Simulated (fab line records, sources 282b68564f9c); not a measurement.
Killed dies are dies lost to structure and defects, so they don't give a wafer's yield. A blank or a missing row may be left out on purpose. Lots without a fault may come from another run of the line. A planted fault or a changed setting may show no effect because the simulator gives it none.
Tool commonality check | flow rit_cmos | 13 lots, 42 wafers sampled

WHY IT WAS OPENED
At RIT_PSD_TW_MEAS_10 the reading PSD_TW is flagged on 1 of 13 lots. Wafers without a fault read 3413, standard deviation 33.
Rule: a lot is flagged when every wafer of it that has a number lies more than 4 standard deviations from that mean, or none has a number. The other lots count as sound.

lot  | measured    | on            | PSD_TW, wafer by wafer | flag
L861 | day 3 16:21 | film_metro-03 | 3384 3386 3396         |
L862 | day 3 19:35 | film_metro-03 | 3387 3384 3397         |
L863 | day 4 09:00 | film_metro-03 | 3386 3377 3393         |
L864 | day 4 14:47 | film_metro-01 | 3458 3436 3462         |
L865 | day 4 14:49 | film_metro-03 | 3369 3369 3376         |
L866 | day 4 18:13 | film_metro-03 | 3388 3376 3375         |
L867 | day 5 04:09 | film_metro-03 | 3381 3344 3364         |
L869 | day 5 10:22 | film_metro-03 | 3361 3354 3390         |
L871 | day 5 17:38 | film_metro-01 | 3459 3450 3448         |
L873 | day 6 03:49 | film_metro-01 | 3456 3455 3469         |
L874 | day 6 08:38 | film_metro-01 | 30 30 30 30 30 30      | FLAGGED
L877 | day 7 01:28 | film_metro-03 | 3392 3404 3402         |
L882 | day 8 05:47 | film_metro-02 | 3427 3432 3444         |
The numbers of the flagged lots are 30 on average: -3383 against the usual, or -99 or more standard deviations.

WHICH TOOL RAN EACH LOT
The record holds 1 process step before the reading, out of a route of 202 steps. In each cell: the tool, then ch and the chambers that the sampled wafers went through, then the start.
lot  | flag    | RIT_PSD_EXPOSE_03
L861 |         | iline_stepper-02 ch 0, day 3 15:26
L862 |         | iline_stepper-01 ch 0, day 3 18:40
L863 |         | iline_stepper-02 ch 0, day 4 08:05
L864 |         | iline_stepper-01 ch 0, day 4 13:36
L865 |         | iline_stepper-02 ch 0, day 4 13:52
L866 |         | iline_stepper-02 ch 0, day 4 17:18
L867 |         | iline_stepper-02 ch 0, day 5 03:16
L869 |         | iline_stepper-01 ch 0, day 5 09:22
L871 |         | iline_stepper-02 ch 0, day 5 16:44
L873 |         | iline_stepper-01 ch 0, day 6 02:55
L874 | FLAGGED | iline_stepper-02 ch 0, day 6 07:44
L877 |         | iline_stepper-01 ch 0, day 7 00:34
L882 |         | iline_stepper-01 ch 0, day 8 04:31
What these steps do:
- RIT_PSD_EXPOSE_03: exposes mask M10, target cd 40900 nm.
- RIT_PSD_TW_MEAS_10

FLAGGED OVER TOTAL, TOOL BY TOOL (the gauges that took the reading come last)
step               | tool             | lots run | flagged | share of the flagged lots | sound lots run after its first flagged lot
RIT_PSD_EXPOSE_03  | iline_stepper-01 | 6        | 0       | none                      | -
RIT_PSD_EXPOSE_03  | iline_stepper-02 | 7        | 1       | all                       | 0
RIT_PSD_TW_MEAS_10 | film_metro-01    | 4        | 1       | all                       | 0
RIT_PSD_TW_MEAS_10 | film_metro-02    | 1        | 0       | none                      | -
RIT_PSD_TW_MEAS_10 | film_metro-03    | 8        | 0       | none                      | -

WHAT THE TABLE ALLOWS
2 rows of the table ran every flagged lot: iline_stepper-02 at RIT_PSD_EXPOSE_03, film_metro-01 at RIT_PSD_TW_MEAS_10.
- iline_stepper-02 at RIT_PSD_EXPOSE_03: 1 of its 7 lots flagged. Its last sound lot is L871 (day 5 16:44), its first flagged lot L874 (day 6 07:44): a fault that began between those two fits.
- film_metro-01 at RIT_PSD_TW_MEAS_10: 1 of its 4 lots flagged. Its last sound lot is L873 (day 6 03:49), its first flagged lot L874 (day 6 08:38): a fault that began between those two fits.
Counting lots can't tell these 2 tools apart, because each fits a fault that began at some hour. More lots, or a look at what each step does to the wafer, might.

WHAT THE SIMULATOR HAD PUT IN
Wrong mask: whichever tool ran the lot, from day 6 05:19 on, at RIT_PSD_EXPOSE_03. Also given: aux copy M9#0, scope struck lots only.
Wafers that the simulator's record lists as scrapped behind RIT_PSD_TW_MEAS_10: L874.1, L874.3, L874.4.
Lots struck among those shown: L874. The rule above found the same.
